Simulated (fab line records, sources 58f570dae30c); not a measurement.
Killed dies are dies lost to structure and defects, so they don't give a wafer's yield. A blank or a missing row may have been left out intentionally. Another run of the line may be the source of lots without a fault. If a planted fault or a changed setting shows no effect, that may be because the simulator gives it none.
Which of the tools did it?    flow berkeleyCmos170    Sampling: 14 lots, 42 wafers, 2 of 331 route steps

WHAT EACH GAUGE READ, for each wafer
UCB170_PWELL_TW_MEAS_17.
lot   measured     on            PWELL_TW
L172  day 4 00:32  filmMetro-02  376 378 376
L173  day 4 01:05  filmMetro-02  373 376 375
L175  day 4 20:32  filmMetro-04  383 383 384
L174  day 4 21:31  filmMetro-02  378 376 377
L176  day 5 07:50  filmMetro-02  377 377 376
L177  day 5 08:35  filmMetro-04  383 382 380
L181  day 5 19:01  filmMetro-02  466 466 466
L179  day 5 19:20  filmMetro-02  463 465 465
L180  day 5 19:11  filmMetro-01  378 378 379
L187  day 7 09:12  filmMetro-02  376 378 375
L189  day 7 16:52  filmMetro-04  385 381 380
L188  day 7 17:15  filmMetro-04  382 383 382
L191  day 7 20:53  filmMetro-01  375 377 376
L192  day 8 05:37  filmMetro-02  379 377 377

WHICH TOOL RAN EACH LOT (tool, then ch and the chambers of the sampled wafers, then the start)
lot   UCB170_PWELL_IMPLANT_15
L172  implanter-03 ch 0, day 4 00:17
L173  implanter-02 ch 0, day 4 00:51
L175  implanter-03 ch 0, day 4 20:17
L174  implanter-02 ch 0, day 4 21:18
L176  implanter-03 ch 0, day 5 07:35
L177  implanter-04 ch 0, day 5 08:22
L181  implanter-04 ch 0, day 5 18:25
L179  implanter-03 ch 0, day 5 18:47
L180  implanter-04 ch 0, day 5 18:56
L187  implanter-02 ch 0, day 7 08:57
L189  implanter-02 ch 0, day 7 16:37
L188  implanter-03 ch 0, day 7 17:00
L191  implanter-04 ch 0, day 7 20:39
L192  implanter-04 ch 0, day 8 05:24
- UCB170_PWELL_IMPLANT_15

AS READ BY THE TOOLS THEMSELVES (means over the sampled wafers that have a number; for cases with no such wafer, the mark the record gives instead)
UCB170_PWELL_IMPLANT_15.
lot   tool          doseIonsCm2  faradayCurrentUA
L172  implanter-03  5e+12        15.75
L173  implanter-02  5e+12        15.70
L175  implanter-03  5e+12        15.55
L174  implanter-02  5e+12        15.93
L176  implanter-03  5e+12        15.89
L177  implanter-04  5e+12        15.74
L181  implanter-04  5e+12        15.66
L179  implanter-03  5e+12        15.82
L180  implanter-04  5e+12        15.85
L187  implanter-02  5e+12        15.82
L189  implanter-02  5e+12        15.83
L188  implanter-03  5e+12        15.91
L191  implanter-04  5e+12        16.08
L192  implanter-04  5e+12        16.06

THE ANSWER, worked out from the rows above alone
Rule: what is usual is taken from the lots themselves. Put in order of their means at a reading, lots are off if they are a third of the lots or fewer, leave a main group of 4 or more, and stand apart from it by a gap of 3 or more times the standard deviation of the main group's means; of several such gaps the widest counts. If all means in a main group match to the digits the tables above print for the reading, that group is not used. Also off: a lot with no number at a reading for which 4 or more lots have one. The other lots that the step has rows for count as sound. After the gauges, taken in route order, come the tools' own readings; for these a lot's mean is taken, as printed above. At the first step where some lot is off, the reading lying furthest off is the one used; lots without a number count as furthest.
Off: L181, L179, at UCB170_PWELL_TW_MEAS_17 (PWELL_TW). The main group has a mean of 379 with a standard deviation of 2.8.
A tool fits if, at a process step before that reading, it ran every lot that is off, and no sound lot after the first of them. The gauges at UCB170_PWELL_TW_MEAS_17 are tried like those tools. Not one of the candidates tried fits.

WHAT WAS PUT IN BY THE SIMULATOR
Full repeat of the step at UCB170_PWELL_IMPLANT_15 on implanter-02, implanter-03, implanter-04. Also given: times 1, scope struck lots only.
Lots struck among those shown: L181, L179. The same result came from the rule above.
